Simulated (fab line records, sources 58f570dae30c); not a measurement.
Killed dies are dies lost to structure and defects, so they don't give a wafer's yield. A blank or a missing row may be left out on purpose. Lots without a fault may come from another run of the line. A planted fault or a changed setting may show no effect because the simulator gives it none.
Which tool did it? | flow berkeley_cmos170 | 13 lots, 39 wafers sampled, at 5 steps of a route of 331

WHAT THE GAUGES READ, wafer by wafer
UCB170_START_THK_MEAS_03.
lot  | measured    | on            | START_OXIDE_THK (nm)
L133 | day 2 00:30 | film_metro-04 | 20.1 20.2 20.2
L134 | day 2 05:07 | film_metro-01 | 20.7 20.6 20.7
L135 | day 2 11:46 | film_metro-04 | 21.2 20.7 20.8
L136 | day 2 15:00 | film_metro-02 | 20.4 20.2 20.4
L137 | day 2 20:29 | film_metro-01 | 20.5 20.4 20.6
L138 | day 3 01:42 | film_metro-04 | 20.2 20.3 20.2
L139 | day 3 08:31 | film_metro-02 | 20.5 20.7 20.6
L141 | day 3 16:43 | film_metro-01 | 20.7 20.6 20.5
L142 | day 3 21:53 | film_metro-04 | 20.5 20.9 20.8
L143 | day 4 03:16 | film_metro-02 | 20.8 21.3 20.7
L144 | day 4 09:11 | film_metro-04 | 20.6 20.6 20.3
L145 | day 4 11:23 | film_metro-02 | 20.6 20.4 20.1
L149 | day 5 07:28 | film_metro-04 | 19.9 19.7 19.8

UCB170_NWELL_THK_MEAS_05.
lot  | measured    | on            | NWELL_NITRIDE_THK (nm)
L133 | day 2 16:53 | film_metro-01 | 223.0 226.5 223.7
L134 | day 2 22:50 | film_metro-01 | 224.3 223.9 223.1
L135 | day 3 06:05 | film_metro-03 | 226.2 226.0 227.2
L136 | day 3 06:07 | film_metro-01 | 227.3 224.4 225.8
L137 | day 3 14:39 | film_metro-01 | 223.1 221.4 221.8
L138 | day 3 19:30 | film_metro-04 | 223.8 224.5 222.6
L139 | day 4 03:57 | film_metro-04 | 226.9 223.4 225.3
L141 | day 4 09:47 | film_metro-04 | 222.6 222.3 220.0
L142 | day 4 12:22 | film_metro-04 | 227.2 227.0 225.1
L143 | day 4 22:26 | film_metro-03 | 224.9 225.7 227.2
L144 | day 5 05:04 | film_metro-03 | 226.7 223.8 225.8
L145 | day 5 05:04 | film_metro-01 | 223.4 223.5 223.6
L149 | day 6 01:12 | film_metro-04 | 156.4 156.3 155.6

UCB170_NVT_OVL_MEAS_06.
lot  | measured    | on         | NVT_OVL (nm)
L133 | day 6 02:28 | overlay-01 | -7 -2 4
L134 | day 6 08:19 | overlay-01 | -1 -5 0
L135 | day 6 17:50 | overlay-02 | 7 6 0
L136 | day 6 17:51 | overlay-01 | 5 6 9
L137 | day 7 02:07 | overlay-01 | 5 -4 2
L138 | day 7 02:15 | overlay-02 | 4 7 2
L139 | day 7 11:06 | overlay-01 | -4 7 1
L141 | day 7 17:00 | overlay-02 | 5 -2 -4
L142 | day 7 16:24 | overlay-01 | -1 -2 0
L143 | day 8 07:29 | overlay-01 | -6 -7 -9
L144 | day 8 07:34 | overlay-02 | -6 -4 -3
L145 | day 8 07:25 | overlay-02 | 15 5 -2
L149 | day 9 03:23 | overlay-01 | 4 -3 8

WHICH TOOL RAN EACH LOT (tool, then ch and the chambers of the sampled wafers, then the start)
lot  | UCB170_NWELL_CVD_04        | UCB170_NWELL_ETCH_13
L133 | lpcvd-02 ch 0, day 2 14:56 | rie_diel-01 ch 0,2,3, day 2 17:48
L134 | lpcvd-02 ch 0, day 2 20:54 | rie_diel-04 ch 0,1,2, day 3 00:22
L135 | lpcvd-02 ch 1, day 3 04:10 | rie_diel-03 ch 1,2, day 3 07:30
L136 | lpcvd-02 ch 1, day 3 04:10 | rie_diel-04 ch 1,2, day 3 07:24
L137 | lpcvd-01 ch 0, day 3 12:38 | rie_diel-04 ch 0,2,3, day 3 15:46
L138 | lpcvd-02 ch 0, day 3 17:34 | rie_diel-03 ch 0,1,2, day 3 20:49
L139 | lpcvd-02 ch 1, day 4 02:00 | rie_diel-03 ch 0,3, day 4 04:52
L141 | lpcvd-02 ch 0, day 4 07:51 | rie_diel-04 ch 0,2,3, day 4 10:43
L142 | lpcvd-02 ch 0, day 4 10:26 | rie_diel-01 ch 1,3, day 4 13:36
L143 | lpcvd-01 ch 1, day 4 20:28 | rie_diel-04 ch 0,3, day 4 23:42
L144 | lpcvd-02 ch 0, day 5 03:08 | rie_diel-03 ch 0,2,3, day 5 06:29
L145 | lpcvd-02 ch 1, day 5 03:08 | rie_diel-01 ch 0,1, day 5 06:01
L149 | lpcvd-02 ch 0, day 5 23:14 | rie_diel-04 ch 2,3, day 6 02:26
- UCB170_NWELL_CVD_04: deposits Si3N4 from SiH2Cl2/NH3, target thk 224 nm, time 3360 s.
- UCB170_NWELL_ETCH_13: etches Si3N4 in CH3F/Ar/O2, stops on SiO2, target depth 246.4 nm, time 154 s.

WHAT THE TOOLS THEMSELVES READ (means of the sampled wafers that have a number; where no wafer has one, the mark that the record gives instead)
UCB170_NWELL_ETCH_13.
lot  | tool        | drypump_motor_current_A (A) | oes_product_au (a.u.) | throttle_valve_pct (%)
L133 | rie_diel-01 | 5.8                         | 0.938                 | 8.01
L134 | rie_diel-04 | 6.1                         | 0.931                 | 8.03
L135 | rie_diel-03 | 5.8                         | 0.926                 | 8.21
L136 | rie_diel-04 | 5.8                         | 0.946                 | 7.95
L137 | rie_diel-04 | 6.1                         | 0.928                 | 7.99
L138 | rie_diel-03 | 5.5                         | 0.929                 | 8.26
L139 | rie_diel-03 | 5.4                         | 0.935                 | 8.07
L141 | rie_diel-04 | 6.0                         | 0.925                 | 8.00
L142 | rie_diel-01 | 5.8                         | 0.951                 | 7.81
L143 | rie_diel-04 | 6.0                         | 0.947                 | 7.95
L144 | rie_diel-03 | 5.3                         | 0.941                 | 8.20
L145 | rie_diel-01 | 5.9                         | 0.949                 | 8.01
L149 | rie_diel-04 | 5.7                         | 0.777                 | 7.86

THE ANSWER, worked out from the rows above alone
Rule: what is usual is taken from the lots themselves. Put in order of their means at a reading, lots are off if they are a third of the lots or fewer, leave a main group of 4 or more, and stand apart from it by a gap of 3 or more times the standard deviation of the main group's means; of several such gaps the widest counts. A main group whose means are all the same, to the digits that the tables above print for the reading, isn't used. A lot without any number at a reading at which 4 lots or more have one is off too. The other lots that the step has rows for count as sound. The gauges are gone through in route order, then the tools' own readings, and for those a lot's mean is taken as printed above. The first step at which some lot is off is used, and at that step the reading that is off furthest; a lot without a number counts as furthest.
Off: L149, at UCB170_NWELL_THK_MEAS_05 (NWELL_NITRIDE_THK). The main group: mean 224.5 nm, standard deviation 1.6.
A tool fits if, at a process step before that reading, it ran every lot that is off, and no sound lot after the first of them. The gauges at UCB170_NWELL_THK_MEAS_05 aren't tried: what is off there is off at UCB170_NWELL_ETCH_13 too, on other tools, and a gauge's error can't cause that. One fits: lpcvd-02 at UCB170_NWELL_CVD_04. Its last sound lot is L144 (day 5 03:08), its first lot that is off L149 (day 5 23:14): a fault that began between those two fits.

WHAT THE SIMULATOR HAD PUT IN
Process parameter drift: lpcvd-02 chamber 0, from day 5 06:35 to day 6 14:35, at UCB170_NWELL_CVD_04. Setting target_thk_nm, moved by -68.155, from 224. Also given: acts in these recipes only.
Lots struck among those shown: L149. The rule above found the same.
